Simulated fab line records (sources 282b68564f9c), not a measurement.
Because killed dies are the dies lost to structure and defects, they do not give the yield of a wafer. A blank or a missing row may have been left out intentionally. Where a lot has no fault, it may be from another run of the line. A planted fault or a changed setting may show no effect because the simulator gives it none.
The tool behind it: which one? | flow ritCmos | 45 wafers from 15 lots sampled at 5 of the route's 202 steps

## WHAT EACH GAUGE READ, for each wafer
RIT_ACTIVE_THK_MEAS_02. Usual: ACTIVE_OXIDE_THK 46.6 nm, standard deviation 0.8.
lot  | measured    | on           | ACTIVE_OXIDE_THK (nm) | flag
L143 | day 1 14:24 | filmMetro-02 | 45.5 46.5 46.0        | 
L145 | day 1 22:40 | filmMetro-02 | 46.0 46.4 47.1        | 
L146 | day 2 03:25 | filmMetro-03 | 45.7 46.4 46.7        | 
L147 | day 2 09:23 | filmMetro-04 | 46.8 46.6 45.8        | 
L148 | day 2 13:03 | filmMetro-04 | 47.9 47.7 47.3        | 
L149 | day 2 18:03 | filmMetro-03 | 46.8 47.4 47.3        | 
L151 | day 3 04:03 | filmMetro-04 | 47.9 48.1 47.6        | 
L152 | day 3 09:56 | filmMetro-04 | 41.3 41.2 41.1        | OFF
L154 | day 3 21:47 | filmMetro-03 | 40.7 40.4 41.4        | OFF
L157 | day 4 11:04 | filmMetro-03 | 41.9 41.4 41.2        | OFF
L159 | day 4 20:53 | filmMetro-03 | 45.8 46.5 46.3        | 
L161 | day 5 06:17 | filmMetro-03 | 44.7 44.7 45.4        | 
L164 | day 5 21:39 | filmMetro-02 | 45.6 46.3 46.2        | 
L165 | day 6 02:04 | filmMetro-02 | 47.6 47.3 47.0        | 
L166 | day 6 08:44 | filmMetro-03 | 46.9 45.5 45.8        | 

RIT_ACTIVE_THK_MEAS_04. Usual: ACTIVE_NITRIDE_THK 150.0 nm, standard deviation 1.3.
lot  | measured    | on           | ACTIVE_NITRIDE_THK (nm) | flag
L143 | day 1 15:53 | filmMetro-02 | 149.7 148.9 150.6       | 
L145 | day 2 00:09 | filmMetro-03 | 148.4 148.2 148.6       | 
L146 | day 2 04:53 | filmMetro-02 | 149.0 151.1 149.6       | 
L147 | day 2 10:52 | filmMetro-04 | 151.1 152.0 150.2       | 
L148 | day 2 14:32 | filmMetro-04 | 151.4 151.6 152.0       | 
L149 | day 2 20:14 | filmMetro-04 | 149.7 148.6 148.4       | 
L151 | day 3 05:32 | filmMetro-02 | 149.7 149.3 149.0       | 
L152 | day 3 11:25 | filmMetro-04 | 151.7 152.3 152.1       | 
L154 | day 3 23:58 | filmMetro-03 | 150.7 150.2 150.6       | 
L157 | day 4 12:32 | filmMetro-02 | 148.4 149.3 148.6       | 
L159 | day 4 22:22 | filmMetro-02 | 147.7 147.7 148.1       | 
L161 | day 5 07:46 | filmMetro-02 | 150.5 149.5 149.9       | 
L164 | day 5 23:08 | filmMetro-03 | 149.8 148.6 148.4       | 
L165 | day 6 03:32 | filmMetro-02 | 151.6 150.7 151.2       | 
L166 | day 6 10:13 | filmMetro-04 | 149.3 150.6 150.7       | 

RIT_FOX1_THK_MEAS_01. Usual: FOX1_OXIDE_THK 348 nm, standard deviation 7.5.
lot  | measured    | on           | FOX1_OXIDE_THK (nm) | flag
L143 | day 1 20:44 | filmMetro-01 | 358 357 355         | 
L145 | day 2 04:42 | filmMetro-01 | 348 347 347         | 
L146 | day 2 10:59 | filmMetro-03 | 352 359 351         | 
L147 | day 2 14:23 | filmMetro-01 | 350 358 357         | 
L148 | day 2 19:38 | filmMetro-01 | 339 342 342         | 
L149 | day 3 00:27 | filmMetro-01 | 352 355 350         | 
L151 | day 3 09:47 | filmMetro-03 | 334 343 338         | 
L152 | day 3 15:49 | filmMetro-01 | 346 352 360         | 
L154 | day 4 03:44 | filmMetro-01 | 351 355 344         | 
L157 | day 4 16:22 | filmMetro-04 | 341 337 341         | 
L159 | day 5 04:40 | filmMetro-01 | 339 342 335         | 
L161 | day 5 12:05 | filmMetro-03 | 335 335 331         | 
L164 | day 6 02:33 | filmMetro-01 | 355 358 354         | 
L165 | day 6 09:43 | filmMetro-01 | 364 362 358         | 
L166 | day 6 13:30 | filmMetro-03 | 346 345 347         | 

RIT_NRETRO_OVL_MEAS_06. Usual: NRETRO_OVL 1.3 nm, standard deviation 1.3.
lot  | measured    | on         | NRETRO_OVL (nm) | flag
L143 | day 2 13:15 | overlay-02 | 2.2 -1.7 1.6    | 
L145 | day 2 19:07 | overlay-01 | 3.4 0.0 1.2     | 
L146 | day 3 00:20 | overlay-01 | 1.2 2.0 0.0     | 
L147 | day 3 02:34 | overlay-01 | 3.6 0.4 1.8     | 
L148 | day 3 07:50 | overlay-01 | 2.5 2.8 2.0     | 
L149 | day 3 13:52 | overlay-01 | 1.0 2.7 2.2     | 
L151 | day 3 22:09 | overlay-01 | 2.4 3.2 1.2     | 
L152 | day 4 06:49 | overlay-01 | 0.8 0.6 0.2     | 
L154 | day 4 18:15 | overlay-02 | 2.6 2.0 2.3     | 
L157 | day 5 05:28 | overlay-02 | 0.7 -0.8 -1.2   | 
L159 | day 5 18:25 | overlay-01 | 1.1 -1.0 1.3    | 
L161 | day 6 01:02 | overlay-01 | 0.6 1.1 0.4     | 
L164 | day 6 15:28 | overlay-01 | 0.6 1.3 1.0     | 
L165 | day 6 21:55 | overlay-02 | 1.8 0.2 -0.4    | 
L166 | day 7 02:26 | overlay-02 | 1.3 1.3 -0.2    | 

## TOOL THAT RAN EACH LOT (tool first, then ch and the chambers of the sampled wafers, then the start)
lot  | RIT_ACTIVE_OXIDATION_01
L143 | furnace-03 ch 0, day 1 12:28
L145 | furnace-01 ch 0, day 1 20:44
L146 | furnace-03 ch 0, day 2 01:26
L147 | furnace-01 ch 0, day 2 07:27
L148 | furnace-01 ch 0, day 2 11:07
L149 | furnace-01 ch 0, day 2 16:07
L151 | furnace-01 ch 0, day 3 02:07
L152 | furnace-01 ch 0, day 3 08:01
L154 | furnace-01 ch 0, day 3 19:49
L157 | furnace-01 ch 0, day 4 09:08
L159 | furnace-04 ch 0, day 4 18:56
L161 | furnace-04 ch 0, day 5 04:21
L164 | furnace-03 ch 0, day 5 19:43
L165 | furnace-04 ch 0, day 6 00:07
L166 | furnace-03 ch 0, day 6 06:48
- RIT_ACTIVE_OXIDATION_01: target thk 46.8 nm, ox time 3360 s.

## WHAT THE TOOLS THEMSELVES READ (means of the sampled wafers that have a number; where no wafer has one, the mark that the record gives instead)
RIT_ACTIVE_OXIDATION_01. Usual: spikeTcCentreC 1003.0 C, standard deviation 1.2; spikeTcLoadC 1024 C, standard deviation 3.7; spikeTcSourceC 1025 C, standard deviation 3.1; tubeCenterTempC 1000 C, standard deviation 0.097; tube_center_temp_C_max 1002.5, standard deviation 0.38.
lot  | tool       | spikeTcCentreC (C) | spikeTcLoadC (C) | spikeTcSourceC (C) | tubeCenterTempC (C) | tube_center_temp_C_max | flag
L143 | furnace-03 | 1002.9             | 1028             | 1023               | 1000                | 1002.4                 | 
L145 | furnace-01 | 1002.5             | 1022             | 1028               | 1000                | 1002.5                 | 
L146 | furnace-03 | 1002.7             | 1027             | 1021               | 1000                | 1002.6                 | 
L147 | furnace-01 | 1003.2             | 1019             | 1027               | 1000                | 1002.2                 | 
L148 | furnace-01 | 1001.6             | 1021             | 1027               | 1000                | 1002.4                 | 
L149 | furnace-01 | 1001.9             | 1020             | 1029               | 1000                | 1002.3                 | 
L151 | furnace-01 | 1001.8             | 1020             | 1026               | 1000                | 1002.2                 | 
L152 | furnace-01 | 991.1              | 1008             | 1016               | 988                 | 990.6                  | OFF
L154 | furnace-01 | 989.8              | 1008             | 1016               | 988                 | 990.9                  | OFF
L157 | furnace-01 | 991.1              | 1007             | 1015               | 988                 | 990.3                  | OFF
L159 | furnace-04 | 1003.6             | 1027             | 1022               | 1000                | 1002.8                 | 
L161 | furnace-04 | 1003.6             | 1027             | 1024               | 1000                | 1002.1                 | 
L164 | furnace-03 | 1003.4             | 1027             | 1022               | 1000                | 1002.8                 | 
L165 | furnace-04 | 1005.4             | 1027             | 1024               | 1000                | 1002.1                 | 
L166 | furnace-03 | 1003.3             | 1027             | 1022               | 1000                | 1002.4                 | 

## THE ANSWER, worked out from the rows above alone
Rule: take the mean of a lot's wafers that have a number; if it is more than 3 standard deviations from the usual mean, the lot is off. A lot without any number at a reading at which 4 lots or more have one is off too. All remaining lots with rows at the step are treated as sound. First the gauges in route order, then the tools' own readings, where a lot's mean is used as printed above. The first step at which some lot is off is used, and at that step the reading that is off furthest; a lot without a number counts as furthest.
Off: L152, L154, L157, at RIT_ACTIVE_THK_MEAS_02 (ACTIVE_OXIDE_THK).
If a tool, at a process step before that reading, ran all the lots that are off and no sound lot after the first of them, it fits. The gauges at RIT_ACTIVE_THK_MEAS_02 aren't tried: what is off there is off at RIT_ACTIVE_OXIDATION_01 too, on other tools, and a gauge's error can't cause that. One candidate fits, namely furnace-01 at RIT_ACTIVE_OXIDATION_01. Its last sound lot is L151 (day 3 02:07), its first lot that is off L152 (day 3 08:01): a fault that began between those two fits.
The tool's own readings at RIT_ACTIVE_OXIDATION_01 bear it out: on the lots that are off they differ by more than 5 times the standard deviation of the sound lots' means. spikeTcCentreC reads 990.7 C there against 1003.0 C on the sound lots; tubeCenterTempC reads 988 C there against 1000 C on the sound lots; tube_center_temp_C_max reads 990.6 there against 1002.4 on the sound lots.

## WHAT HAD BEEN PUT IN BY THE SIMULATOR
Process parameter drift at RIT_ACTIVE_OXIDATION_01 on furnace-01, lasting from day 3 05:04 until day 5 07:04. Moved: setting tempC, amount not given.
Struck lots among those shown: L152, L154, L157. This agrees with what the rule above found.
